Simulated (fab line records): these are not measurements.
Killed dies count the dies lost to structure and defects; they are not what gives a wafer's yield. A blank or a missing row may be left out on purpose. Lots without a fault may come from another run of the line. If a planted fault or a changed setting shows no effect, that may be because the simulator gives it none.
fab line records + flow berkeley_cmos170
record
- lots=15
- wafers=45
- last_day=11
route steps=331 shown START@1 NWELL@29 PWELL@51 WELLDRIVE@59
lots that met no fault: from a run of the same line without faults
start_h: hours from the record's first day to the start of the lot's first wafer shown + wait_h: hours from the lot's prior step to this one + " as in the row above + L1.1+2: one row covering several wafers at once + - no value, or no start given + * or withheld: withheld + < > ~ a bound
route shown NAME@n: NAME is a module with steps in the file, n the number in the route of the first one + usual: mean and standard deviation over wafers with no fault + same: alike in all rows + chamber/n: place in a boat + sites: per-site readings + _std_site: the values' standard deviation + _edge_site: the outer-site mean with the inner-site mean subtracted + radius_mm: for every site, how far away it sits from the centre of the wafer + mask NAME#n: copy n + behind: the most recent tool/chamber to have shaped the wafer + hold: reason for holding the lot/hours on hold/outcome of the hold + device: names the non-switching transistor (n, p or np) + end of line: the tests these same wafers got at the end of their route + where a step has no rows: the recipe by itself + killed: the dies lost at the first sort to structure and to defects; this is not the yield of the wafer + map: the dies of a wafer, with x for killed, . for not killed, _ for no die there
set.NAME: the setting the step ran with; set.NAME@STEP: the setting that earlier step ran with + model.NAME: the simulator's own value behind a step, which no gauge read
route steps across a sampled set of lots; one table per step, one row per wafer
services: a tool's chamber out of use, with start hour (start_h, from the record's first day; less than 0 if before it), hours out, and reason
## steps
# step UCB170_START_BOW_MEAS_00
# recipe
- mode=bow
# usual
- INCOMING_BOW=0/6.6
| lot.wafer | tool          | chamber | start_h | wait_h | INCOMING_BOW[um] |
|-----------|---------------|---------|---------|--------|------------------|
| L214.3    | film_metro-01 | -       | 10.04   | -      | 2                |
| L214.4    | "             | -       | "       | "      | 9                |
| L214.6    | "             | -       | "       | "      | 3                |
| L216.2    | film_metro-02 | -       | 20.02   | -      | 7                |
| L216.3    | "             | -       | "       | "      | 1                |
| L216.5    | "             | -       | "       | "      | 0                |
| L217.1    | film_metro-02 | -       | 25.00   | -      | 2                |
| L217.4    | "             | -       | "       | "      | -3               |
| L217.6    | "             | -       | "       | "      | -6               |
| L220.2    | film_metro-01 | -       | 40.02   | -      | -4               |
| L220.4    | "             | -       | "       | "      | 1                |
| L220.5    | "             | -       | "       | "      | 14               |
| L221.3    | film_metro-02 | -       | 45.04   | -      | 10               |
| L221.4    | "             | -       | "       | "      | -7               |
| L221.5    | "             | -       | "       | "      | 2                |
| L222.3    | film_metro-02 | -       | 50.04   | -      | 6                |
| L222.4    | "             | -       | "       | "      | 9                |
| L222.5    | "             | -       | "       | "      | -4               |
| L224.2    | film_metro-01 | -       | 60.02   | -      | -5               |
| L224.3    | "             | -       | "       | "      | 7                |
| L224.4    | "             | -       | "       | "      | -1               |
| L226.4    | film_metro-02 | -       | 70.06   | -      | 2                |
| L226.5    | "             | -       | "       | "      | 7                |
| L226.6    | "             | -       | "       | "      | -2               |
| L227.3    | film_metro-02 | -       | 75.04   | -      | -2               |
| L227.4    | "             | -       | "       | "      | 9                |
| L227.6    | "             | -       | "       | "      | 10               |
| L228.1    | film_metro-03 | -       | 80.00   | -      | 1                |
| L228.4    | "             | -       | "       | "      | -4               |
| L228.6    | "             | -       | "       | "      | -1               |
| L229.1    | film_metro-02 | -       | 85.00   | -      | -4               |
| L229.3    | "             | -       | "       | "      | 6                |
| L229.6    | "             | -       | "       | "      | -2               |
| L231.3    | film_metro-02 | -       | 95.04   | -      | 11               |
| L231.4    | "             | -       | "       | "      | 0                |
| L231.6    | "             | -       | "       | "      | -3               |
| L234.2    | film_metro-01 | -       | 110.02  | -      | -2               |
| L234.3    | "             | -       | "       | "      | 7                |
| L234.5    | "             | -       | "       | "      | 0                |
| L235.1    | film_metro-03 | -       | 115.00  | -      | -4               |
| L235.2    | "             | -       | "       | "      | 17               |
| L235.4    | "             | -       | "       | "      | -3               |
| L237.2    | film_metro-01 | -       | 125.02  | -      | 0                |
| L237.4    | "             | -       | "       | "      | -1               |
| L237.6    | "             | -       | "       | "      | -13              |
# step UCB170_NWELL_STRIP_15
# recipe
- chemistry=O2
- power_w=400
- pressure_mtorr=3500
- platen_temp_c=withheld
- o2_flow_sccm=400
- overash_fraction=0.5
# usual
- chamber_pressure_mTorr=3499/3.3
- drypump_motor_current_A=5.7/0.55
- oes_product_au=0.721/0.0048
- strip_time_to_endpoint_s=18.04/0.091
| lot.wafer | tool            | chamber | start_h | wait_h | chamber_pressure_mTorr | drypump_motor_current_A | oes_product_au | rf_hours_counter_h | strip_time_to_endpoint_s |
|-----------|-----------------|---------|---------|--------|------------------------|-------------------------|----------------|--------------------|--------------------------|
| L214.3    | plasma_asher-04 | 1       | 28.58   | 0.1    | 3498                   | 6.3                     | 0.716          | -                  | 18.14                    |
| L214.4    | "               | 0       | "       | "      | 3497                   | 6.5                     | 0.723          | -                  | 17.97                    |
| L214.6    | "               | 0       | "       | "      | 3501                   | 6.4                     | 0.711          | -                  | 18.02                    |
| L216.2    | plasma_asher-02 | 1       | 40.81   | 0.1    | 3503                   | 5.3                     | 0.723          | 32                 | 18.01                    |
| L216.3    | "               | 0       | "       | "      | 3502                   | 5.6                     | 0.718          | -                  | 17.89                    |
| L216.5    | "               | 1       | "       | "      | 3502                   | 5.3                     | 0.722          | -                  | 17.88                    |
| L217.1    | plasma_asher-01 | 1       | 40.92   | 0.1    | 3497                   | 5.9                     | 0.723          | 33                 | 18.13                    |
| L217.4    | "               | 0       | "       | "      | 3500                   | 4.8                     | 0.722          | -                  | 18.22                    |
| L217.6    | "               | 1       | "       | "      | 3497                   | 5.9                     | 0.711          | -                  | 18.15                    |
| L220.2    | plasma_asher-02 | 1       | 57.59   | 0.1    | 3505                   | 5.3                     | 0.720          | 34                 | 18.10                    |
| L220.4    | "               | 1       | "       | "      | 3498                   | 5.3                     | 0.728          | -                  | 17.98                    |
| L220.5    | "               | 0       | "       | "      | 3505                   | 5.5                     | 0.733          | -                  | 18.03                    |
| L221.3    | plasma_asher-04 | 1       | 63.38   | 0.1    | 3497                   | 6.3                     | 0.721          | -                  | 18.10                    |
| L221.4    | "               | 0       | "       | "      | 3499                   | 6.5                     | 0.716          | -                  | 17.89                    |
| L221.5    | "               | 0       | "       | "      | 3499                   | 6.5                     | 0.722          | -                  | 17.94                    |
| L222.3    | plasma_asher-02 | 0       | 66.87   | 0.1    | 3505                   | 5.5                     | 0.716          | -                  | 18.02                    |
| L222.4    | "               | 1       | "       | "      | 3494                   | 5.3                     | 0.730          | -                  | 18.10                    |
| L222.5    | "               | 1       | "       | "      | 3494                   | 5.3                     | 0.710          | -                  | 17.98                    |
| L224.2    | plasma_asher-02 | 0       | 78.72   | 0.1    | 3494                   | 5.5                     | 0.717          | 37                 | 18.15                    |
| L224.3    | "               | 1       | "       | "      | 3500                   | 5.3                     | 0.717          | -                  | 18.12                    |
| L224.4    | "               | 0       | "       | "      | 3498                   | 5.5                     | 0.721          | -                  | 18.14                    |
| L226.4    | plasma_asher-04 | 0       | 89.04   | 0.1    | 3493                   | 6.4                     | 0.730          | -                  | 18.11                    |
| L226.5    | "               | 1       | "       | "      | 3494                   | 6.3                     | 0.716          | -                  | 18.00                    |
| L226.6    | "               | 0       | "       | "      | 3503                   | 6.5                     | 0.728          | -                  | 18.16                    |
| L227.3    | plasma_asher-02 | 1       | 93.65   | 0.1    | 3504                   | 5.3                     | 0.721          | -                  | 18.07                    |
| L227.4    | "               | 0       | "       | "      | 3495                   | 5.5                     | 0.726          | -                  | 18.15                    |
| L227.6    | "               | 1       | "       | "      | 3499                   | 5.3                     | 0.724          | -                  | 18.15                    |
| L228.1    | plasma_asher-02 | 0       | 97.55   | 0.1    | 3494                   | 5.5                     | 0.717          | 39                 | 18.19                    |
| L228.4    | "               | 0       | "       | "      | 3498                   | 5.6                     | 0.716          | -                  | 18.10                    |
| L228.6    | "               | 0       | "       | "      | 3501                   | 5.5                     | 0.724          | -                  | 18.21                    |
| L229.1    | plasma_asher-04 | 0       | 105.54  | 0.1    | 3499                   | 6.4                     | 0.716          | 40                 | 18.03                    |
| L229.3    | "               | 1       | "       | "      | 3497                   | 6.3                     | 0.721          | -                  | 18.02                    |
| L229.6    | "               | 1       | "       | "      | 3502                   | 6.3                     | 0.718          | -                  | 17.91                    |
| L231.3    | plasma_asher-02 | 1       | 110.98  | 0.1    | 3507                   | 5.3                     | 0.720          | -                  | 18.06                    |
| L231.4    | "               | 0       | "       | "      | 3504                   | 5.5                     | 0.719          | -                  | 17.96                    |
| L231.6    | "               | 0       | "       | "      | 3496                   | 5.5                     | 0.722          | -                  | 17.90                    |
| L234.2    | plasma_asher-01 | 1       | 129.31  | 0.1    | 3500                   | 5.9                     | 0.719          | 1                  | 18.02                    |
| L234.3    | "               | 1       | "       | "      | 3499                   | 5.9                     | 0.717          | -                  | 17.95                    |
| L234.5    | "               | 0       | "       | "      | 3497                   | 4.8                     | 0.712          | -                  | 17.89                    |
| L235.1    | plasma_asher-02 | 0       | 135.29  | 0.1    | 3498                   | 5.5                     | 0.720          | 44                 | 17.88                    |
| L235.2    | "               | 1       | "       | "      | 3501                   | 5.2                     | 0.722          | 44                 | 18.03                    |
| L235.4    | "               | 1       | "       | "      | 3493                   | 5.2                     | 0.720          | -                  | 17.96                    |
| L237.2    | plasma_asher-01 | 0       | 143.35  | 0.1    | 3503                   | 4.8                     | 0.718          | 3                  | 18.10                    |
| L237.4    | "               | 0       | "       | "      | 3499                   | 4.8                     | 0.724          | -                  | 18.16                    |
| L237.6    | "               | 1       | "       | "      | 3497                   | 5.9                     | 0.723          | -                  | 18.04                    |
# step UCB170_PWELL_TW_MEAS_17
# usual
- PWELL_TW=377.1/2.8
| lot.wafer | tool          | chamber | start_h | wait_h | PWELL_TW |
|-----------|---------------|---------|---------|--------|----------|
| L214.3    | film_metro-04 | -       | 54.04   | 0.1    | 379.1    |
| L214.4    | "             | -       | "       | "      | 377.8    |
| L214.6    | "             | -       | "       | "      | 378.4    |
| L217.1    | film_metro-03 | -       | 56.61   | 0.1    | 379.4    |
| L217.4    | "             | -       | "       | "      | 379.2    |
| L217.6    | "             | -       | "       | "      | 378.7    |
| L216.2    | film_metro-04 | -       | 56.89   | 0.1    | 377.1    |
| L216.3    | "             | -       | "       | "      | 376.4    |
| L216.5    | "             | -       | "       | "      | 377.4    |
| L220.2    | film_metro-04 | -       | 75.37   | 0.1    | 377.6    |
| L220.4    | "             | -       | "       | "      | 376.5    |
| L220.5    | "             | -       | "       | "      | 375.7    |
| L222.3    | film_metro-04 | -       | 80.90   | 0.1    | 376.5    |
| L222.4    | "             | -       | "       | "      | 377.2    |
| L222.5    | "             | -       | "       | "      | 375.0    |
| L221.3    | film_metro-03 | -       | 81.06   | 0.1    | 380.8    |
| L221.4    | "             | -       | "       | "      | 378.1    |
| L221.5    | "             | -       | "       | "      | 382.4    |
| L224.2    | film_metro-03 | -       | 93.24   | 0.1    | 380.0    |
| L224.3    | "             | -       | "       | "      | 376.6    |
| L224.4    | "             | -       | "       | "      | 379.4    |
| L226.4    | film_metro-03 | -       | 103.41  | 0.1    | 379.0    |
| L226.5    | "             | -       | "       | "      | 378.7    |
| L226.6    | "             | -       | "       | "      | 379.3    |
| L227.3    | film_metro-04 | -       | 107.15  | 0.1    | 379.2    |
| L227.4    | "             | -       | "       | "      | 380.7    |
| L227.6    | "             | -       | "       | "      | 381.2    |
| L228.1    | film_metro-03 | -       | 113.44  | 0.1    | 379.8    |
| L228.4    | "             | -       | "       | "      | 378.6    |
| L228.6    | "             | -       | "       | "      | 380.1    |
| L229.1    | film_metro-01 | -       | 124.19  | 0.1    | 373.4    |
| L229.3    | "             | -       | "       | "      | 373.4    |
| L229.6    | "             | -       | "       | "      | 374.6    |
| L231.3    | film_metro-01 | -       | 131.22  | 0.1    | 375.9    |
| L231.4    | "             | -       | "       | "      | 378.2    |
| L231.6    | "             | -       | "       | "      | 375.3    |
| L234.2    | film_metro-03 | -       | 143.64  | 0.1    | 378.3    |
| L234.3    | "             | -       | "       | "      | 378.3    |
| L234.5    | "             | -       | "       | "      | 377.8    |
| L235.1    | film_metro-01 | -       | 154.02  | 0.1    | 376.5    |
| L235.2    | "             | -       | "       | "      | 374.9    |
| L235.4    | "             | -       | "       | "      | 375.3    |
| L237.2    | film_metro-04 | -       | 160.11  | 0.1    | 378.4    |
| L237.4    | "             | -       | "       | "      | 379.0    |
| L237.6    | "             | -       | "       | "      | 379.2    |
# step UCB170_WELLDRIVE_WET_ETCH_04
# recipe
- chemistry=BOE
- dilution=5:1
- target=SiO2
- temp_c=25
- time_s=120
# usual
- bath_heat_duty_pct=6.2/0.67
- run_length_s=147.0/3
| lot.wafer | tool         | chamber | start_h | wait_h | bath_heat_duty_pct | run_length_s |
|-----------|--------------|---------|---------|--------|--------------------|--------------|
| L214.3    | wet_bench-02 | 3       | 70.08   | 0.0    | 5.2                | 146.4        |
| L214.4    | "            | 3       | "       | "      | 5.3                | 146.4        |
| L214.6    | "            | 3       | "       | "      | 5.5                | 146.4        |
| L216.2    | wet_bench-02 | 1       | 75.59   | 0.1    | 6.2                | 145.8        |
| L216.3    | "            | 1       | "       | "      | 5.6                | 145.8        |
| L216.5    | "            | 1       | "       | "      | 6.8                | 145.8        |
| L217.1    | wet_bench-02 | 1       | 75.59   | 0.1    | 6.6                | 145.4        |
| L217.4    | "            | 1       | "       | "      | 5.3                | 145.4        |
| L217.6    | "            | 1       | "       | "      | 6.6                | 145.4        |
| L220.2    | wet_bench-02 | 0       | 87.76   | 0.0    | 5.7                | 146.5        |
| L220.4    | "            | 0       | "       | "      | 5.6                | 146.5        |
| L220.5    | "            | 0       | "       | "      | 6.3                | 146.5        |
| L221.3    | wet_bench-02 | 1       | 98.24   | 1.2    | 5.9                | 152.6        |
| L221.4    | "            | 1       | "       | "      | 6.1                | 152.6        |
| L221.5    | "            | 1       | "       | "      | 6.0                | 152.6        |
| L222.3    | wet_bench-02 | 0       | 98.24   | 1.2    | 7.5                | 153.9        |
| L222.4    | "            | 0       | "       | "      | 7.2                | 153.9        |
| L222.5    | "            | 0       | "       | "      | 6.2                | 153.9        |
| L224.2    | wet_bench-03 | 3       | 106.70  | 1.7    | 6.3                | 146.7        |
| L224.3    | "            | 3       | "       | "      | 6.3                | 146.7        |
| L224.4    | "            | 3       | "       | "      | 6.7                | 146.7        |
| L226.4    | wet_bench-03 | 3       | 115.29  | 0.2    | 6.9                | 146.4        |
| L226.5    | "            | 3       | "       | "      | 5.6                | 146.4        |
| L226.6    | "            | 3       | "       | "      | 6.0                | 146.4        |
| L227.3    | wet_bench-03 | 0       | 123.46  | 0.0    | -                  | -            |
| L227.4    | "            | 0       | "       | "      | -                  | -            |
| L227.6    | "            | 0       | "       | "      | -                  | -            |
| L228.1    | wet_bench-03 | 3       | 127.61  | 0.0    | -                  | -            |
| L228.4    | "            | 3       | "       | "      | -                  | -            |
| L228.6    | "            | 3       | "       | "      | -                  | -            |
| L229.1    | wet_bench-02 | 1       | 136.57  | 0.2    | -                  | -            |
| L229.3    | "            | 1       | "       | "      | -                  | -            |
| L229.6    | "            | 1       | "       | "      | -                  | -            |
| L231.3    | wet_bench-02 | 1       | 150.33  | 0.0    | 5.3                | 145.3        |
| L231.4    | "            | 1       | "       | "      | 5.3                | 145.3        |
| L231.6    | "            | 1       | "       | "      | 6.3                | 145.3        |
| L234.2    | wet_bench-03 | 3       | 159.21  | 0.0    | 6.5                | 146.3        |
| L234.3    | "            | 3       | "       | "      | 6.4                | 146.3        |
| L234.5    | "            | 3       | "       | "      | 6.4                | 146.3        |
| L235.1    | wet_bench-03 | 0       | 170.46  | 0.0    | 6.7                | 144.8        |
| L235.2    | "            | 0       | "       | "      | 5.0                | 144.8        |
| L235.4    | "            | 0       | "       | "      | 5.8                | 144.8        |
| L237.2    | wet_bench-02 | 2       | 176.85  | 0.0    | 7.0                | 152.5        |
| L237.4    | "            | 2       | "       | "      | 6.1                | 152.5        |
| L237.6    | "            | 2       | "       | "      | 6.1                | 152.5        |
## services
| tool            | chamber | start_h | hours | kind       |
|-----------------|---------|---------|-------|------------|
| plasma_asher-04 | -       | 25.61   | 2.8   | pm         |
| plasma_asher-01 | -       | 46.22   | 0.6   | repair     |
| plasma_asher-01 | -       | 108.75  | 9.0   | pm         |
| plasma_asher-01 | 0       | 108.75  | 9.0   | vent_cycle |
| plasma_asher-01 | 1       | 108.75  | 9.0   | vent_cycle |
| plasma_asher-01 | 0       | 117.75  | -     | clean      |
| plasma_asher-01 | 1       | 117.75  | -     | clean      |
| plasma_asher-04 | -       | 148.95  | 2.8   | repair     |
| plasma_asher-02 | -       | 160.96  | 13.1  | repair     |
## key
first_sign
- step=UCB170_WELLDRIVE_WET_ETCH_04
- reading=tool_record
- direction=missing
effect none on later readings
met_at UCB170_WELLDRIVE_WET_ETCH_04
struck_lots L227,L228,L229
later_rows_left_out L227.3,L227.4,L227.6,L228.1,L228.4,L228.6,L229.1,L229.3,L229.6
sort_left_out L227.3,L227.4,L227.6,L228.1,L228.4,L228.6,L229.1,L229.3,L229.6
tester_left_out L227,L228,L229
not_acting_at UCB170_START_BOW_MEAS_00,UCB170_NWELL_STRIP_15,UCB170_PWELL_TW_MEAS_17
onset_between 115.29 123.46
fault
- kind=skipped_step_whole
- tool=wet_bench-02,wet_bench-03
- chamber=-
- onset_h=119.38
- steps=UCB170_WELLDRIVE_WET_ETCH_04
- scope=struck_lots_only
# tester_left_out: of these lots the tester's yield and bins aren't shown, on N5 and GAA mostly nor the transistor test; their killed dies are dies lost to structure and defects alone, not to doping, threshold or leakage, so they don't give the yield
# sort_left_out: the simulated sort isn't trusted on such a fault, so these wafers' sort isn't shown, and their yield isn't known
# later_rows_left_out: the simulator's readings of these wafers behind a module that went badly wrong aren't trusted and aren't shown, but for the sort
